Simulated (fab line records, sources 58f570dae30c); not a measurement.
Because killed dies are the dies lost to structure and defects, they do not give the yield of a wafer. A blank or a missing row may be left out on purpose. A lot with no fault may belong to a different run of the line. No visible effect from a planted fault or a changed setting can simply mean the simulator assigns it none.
Which tool did it? | flow berkeleyCmos170 | 42 wafers from 14 lots sampled at 5 of the route's 331 steps

## WHAT THE GAUGES READ, wafer by wafer
UCB170_ACTIVE_THK_MEAS_06. Usual: ACTIVE_NITRIDE_THK gives 220.5 nm (standard deviation 2.1).
lot  | measured    | on           | ACTIVE_NITRIDE_THK (nm)             | flag
L473 | day 4 17:55 | filmMetro-02 | 221.8 221.1 222.3                   | 
L474 | day 4 17:55 | filmMetro-01 | 220.9 221.7 221.0                   | 
L475 | day 5 08:55 | filmMetro-03 | 222.3 223.6 220.6                   | 
L476 | day 5 08:55 | filmMetro-02 | 222.1 219.3 220.5                   | 
L477 | day 5 08:55 | filmMetro-01 | 225.0 219.9 221.0                   | 
L478 | day 6 08:06 | filmMetro-01 | 216.6 217.9 216.5                   | 
L479 | day 6 08:02 | filmMetro-03 | 223.1 222.0 222.5                   | 
L480 | day 6 08:02 | filmMetro-01 | 226.4 224.1 224.0                   | 
L483 | day 6 13:54 | filmMetro-03 | 218.7 219.6 218.1                   | 
L485 | day 7 08:42 | filmMetro-03 | 218.7 217.7 216.4                   | 
L489 | day 7 15:09 | filmMetro-01 | 222.4 222.1 223.5                   | 
L492 | day 8 20:43 | filmMetro-01 | 299.5 301.3 298.1 299.8 301.4 298.1 | OFF
L493 | day 9 06:48 | filmMetro-03 | 301.6 301.9 301.3 301.5 301.8 301.4 | OFF
L495 | day 9 13:35 | filmMetro-02 | 218.9 217.6 219.3                   | 

UCB170_GATE_THK_MEAS_02. Usual: GATE_OXIDE_THK gives 6.60 nm (standard deviation 0.17).
lot  | measured     | on           | GATE_OXIDE_THK (nm) | flag
L473 | day 7 01:00  | filmMetro-04 | 6.62 6.50 6.47      | 
L474 | day 7 01:00  | filmMetro-01 | 6.57 6.54 6.57      | 
L475 | day 7 10:04  | filmMetro-04 | 6.34 6.32 6.35      | 
L476 | day 7 10:00  | filmMetro-04 | 6.64 6.53 6.51      | 
L477 | day 7 10:00  | filmMetro-01 | 6.58 6.49 6.54      | 
L478 | day 8 05:37  | filmMetro-04 | 6.58 6.48 6.61      | 
L479 | day 8 05:37  | filmMetro-01 | 6.48 6.72 6.57      | 
L480 | day 8 05:40  | filmMetro-01 | 6.41 6.50 6.39      | 
L483 | day 8 12:38  | filmMetro-01 | 6.53 6.54 6.65      | 
L485 | day 9 04:03  | filmMetro-04 | 6.75 6.62 6.63      | 
L489 | day 9 20:22  | filmMetro-02 | 6.84 6.94 6.88      | 
L495 | day 11 15:39 | filmMetro-02 | 6.91 6.79 6.86      | 

UCB170_PSD_OVL_MEAS_07. Usual: PSD_OVL gives 0 nm (standard deviation 5.6).
lot  | measured     | on         | PSD_OVL (nm) | flag
L473 | day 7 23:03  | overlay-01 | 2 0 3        | 
L474 | day 7 23:33  | overlay-01 | -4 -3 -6     | 
L475 | day 8 06:12  | overlay-01 | -1 1 0       | 
L476 | day 8 05:45  | overlay-01 | 5 -2 2       | 
L477 | day 8 06:01  | overlay-02 | -11 -6 -7    | 
L478 | day 9 02:23  | overlay-02 | 10 8 9       | 
L479 | day 9 02:05  | overlay-01 | -1 -4 -3     | 
L480 | day 9 02:37  | overlay-02 | 8 5 -2       | 
L483 | day 9 10:26  | overlay-01 | 7 0 9        | 
L485 | day 10 02:01 | overlay-01 | -5 -1 0      | 
L489 | day 10 19:23 | overlay-02 | -1 1 -3      | 
L495 | day 12 19:17 | overlay-01 | 1 4 0        | 

## WHAT TOOL EACH LOT RAN ON (gives the tool, then ch and the chambers of the sampled wafers, and finally the start)
lot  | UCB170_ACTIVE_CVD_05       | UCB170_ACTIVE_ETCH_15
L473 | lpcvd-02 ch 0, day 4 16:00 | rieDiel-02 ch 0,1, day 4 19:36
L474 | lpcvd-02 ch 1, day 4 16:00 | rieDiel-01 ch 0,2,3, day 4 19:52
L475 | lpcvd-02 ch 1, day 5 07:00 | rieDiel-02 ch 0,1,3, day 5 10:35
L476 | lpcvd-02 ch 1, day 5 07:00 | rieDiel-03 ch 0,2,3, day 5 11:08
L477 | lpcvd-02 ch 1, day 5 07:00 | rieDiel-01 ch 1,2,3, day 5 10:51
L478 | lpcvd-02 ch 1, day 6 06:07 | rieDiel-02 ch 0,3, day 6 09:42
L479 | lpcvd-02 ch 1, day 6 06:07 | rieDiel-01 ch 0,1, day 6 09:28
L480 | lpcvd-02 ch 0, day 6 06:07 | rieDiel-03 ch 0,2,3, day 6 09:13
L483 | lpcvd-01 ch 0, day 6 11:59 | rieDiel-03 ch 0,1,2, day 6 15:25
L485 | lpcvd-01 ch 0, day 7 06:46 | rieDiel-01 ch 0,2, day 7 09:56
L489 | lpcvd-02 ch 0, day 7 13:11 | rieDiel-03 ch 1,2,3, day 7 17:39
L492 | lpcvd-02 ch 0, day 8 18:48 | rieDiel-01 ch 0,2,3, day 9 02:33
L493 | lpcvd-02 ch 1, day 9 04:53 | rieDiel-02 ch 1,2,3, day 9 12:19
L495 | lpcvd-01 ch 1, day 9 11:40 | rieDiel-03 ch 0,1,2, day 9 15:05
- UCB170_ACTIVE_CVD_05: deposits Si3N4 from SiH2Cl2/NH3, target thk 220 nm, time 3300 s.
- UCB170_ACTIVE_ETCH_15: etches Si3N4 in CH3F/Ar/O2, stops on SiO2, target depth 242 nm, time 151 s.

## AS READ BY THE TOOLS THEMSELVES (means over the sampled wafers that have a number; for cases with no such wafer, the mark the record gives instead)
UCB170_ACTIVE_CVD_05. Usual: sih2cl2FlowSccm 25.00 sccm, standard deviation 0.066; zonePowerLoadPct 19.1 %, standard deviation 2.9.
lot  | tool     | sih2cl2FlowSccm (sccm) | zonePowerLoadPct (%) | flag
L473 | lpcvd-02 | 25.09                  | 19.2                 | 
L474 | lpcvd-02 | 25.01                  | 16.1                 | 
L475 | lpcvd-02 | 25.00                  | 16.2                 | 
L476 | lpcvd-02 | 24.95                  | 16.1                 | 
L477 | lpcvd-02 | 25.01                  | 16.1                 | 
L478 | lpcvd-02 | 24.98                  | 16.0                 | 
L479 | lpcvd-02 | 24.98                  | 16.1                 | 
L480 | lpcvd-02 | 25.09                  | 19.4                 | 
L483 | lpcvd-01 | 24.97                  | 23.8                 | 
L485 | lpcvd-01 | 25.03                  | 23.6                 | 
L489 | lpcvd-02 | 24.87                  | 19.5                 | 
L492 | lpcvd-02 | 25.08                  | 19.4                 | 
L493 | lpcvd-02 | 24.96                  | 16.0                 | 
L495 | lpcvd-01 | 25.10                  | 18.1                 | 

UCB170_ACTIVE_ETCH_15. Usual: chamberPressureMTorr 50.01 mTorr, standard deviation 0.045; drypumpMotorCurrentA 5.7 A, standard deviation 0.56; oesProductAu 0.943 a.u., standard deviation 0.016; throttleValvePct 8.03 %, standard deviation 0.13.
lot  | tool       | chamberPressureMTorr (mTorr) | drypumpMotorCurrentA (A) | oesProductAu (a.u.) | throttleValvePct (%) | flag
L473 | rieDiel-02 | 50.00                        | 5.3                      | 0.927               | 8.10                 | 
L474 | rieDiel-01 | 50.00                        | 5.2                      | 0.944               | 7.99                 | 
L475 | rieDiel-02 | 50.01                        | 5.6                      | 0.936               | 8.04                 | 
L476 | rieDiel-03 | 49.97                        | 5.9                      | 0.941               | 8.06                 | 
L477 | rieDiel-01 | 50.00                        | 5.5                      | 0.949               | 7.93                 | 
L478 | rieDiel-02 | 49.95                        | 6.0                      | 0.925               | 7.97                 | 
L479 | rieDiel-01 | 50.03                        | 5.7                      | 0.957               | 8.09                 | 
L480 | rieDiel-03 | 49.98                        | 5.9                      | 0.951               | 8.07                 | 
L483 | rieDiel-03 | 49.98                        | 6.4                      | 0.951               | 8.09                 | 
L485 | rieDiel-01 | 50.01                        | 5.4                      | 0.943               | 8.07                 | 
L489 | rieDiel-03 | 50.04                        | 6.0                      | 0.947               | 8.12                 | 
L492 | rieDiel-01 | 49.99                        | 5.2                      | 0.997               | 7.98                 | OFF
L493 | rieDiel-02 | 50.04                        | 5.8                      | 0.996               | 7.94                 | OFF
L495 | rieDiel-03 | 49.96                        | 6.4                      | 0.947               | 8.08                 | 

## THE ANSWER, worked out from the rows above alone
Rule: lot off if the mean of its wafers having a number is beyond 3 standard deviations from the usual mean. Also off: a lot with no number at a reading for which 4 or more lots have one. Any other lot the step has rows for is counted as sound. After the gauges, taken in route order, come the tools' own readings; for these a lot's mean is taken, as printed above. At the first step where some lot is off, the reading lying furthest off is the one used; lots without a number count as furthest.
Off: L492, L493, at UCB170_ACTIVE_THK_MEAS_06 (ACTIVE_NITRIDE_THK).
If a tool, at a process step before that reading, ran all the lots that are off and no sound lot after the first of them, it fits. The gauges at UCB170_ACTIVE_THK_MEAS_06 aren't tried: what is off there is off at UCB170_ACTIVE_ETCH_15 too, on other tools, and a gauge's error can't cause that. One fits: UCB170_ACTIVE_CVD_05 on lpcvd-02. Its last sound lot is L489 (day 7 13:11), its first lot that is off L492 (day 8 18:48): a fault that began between those two fits.

## WHAT WAS PUT IN BY THE SIMULATOR
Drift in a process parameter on lpcvd-02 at UCB170_ACTIVE_CVD_05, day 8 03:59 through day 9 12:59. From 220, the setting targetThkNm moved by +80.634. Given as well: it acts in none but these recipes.
Shown lots that were struck: L492, L493. Same finding as the rule above.
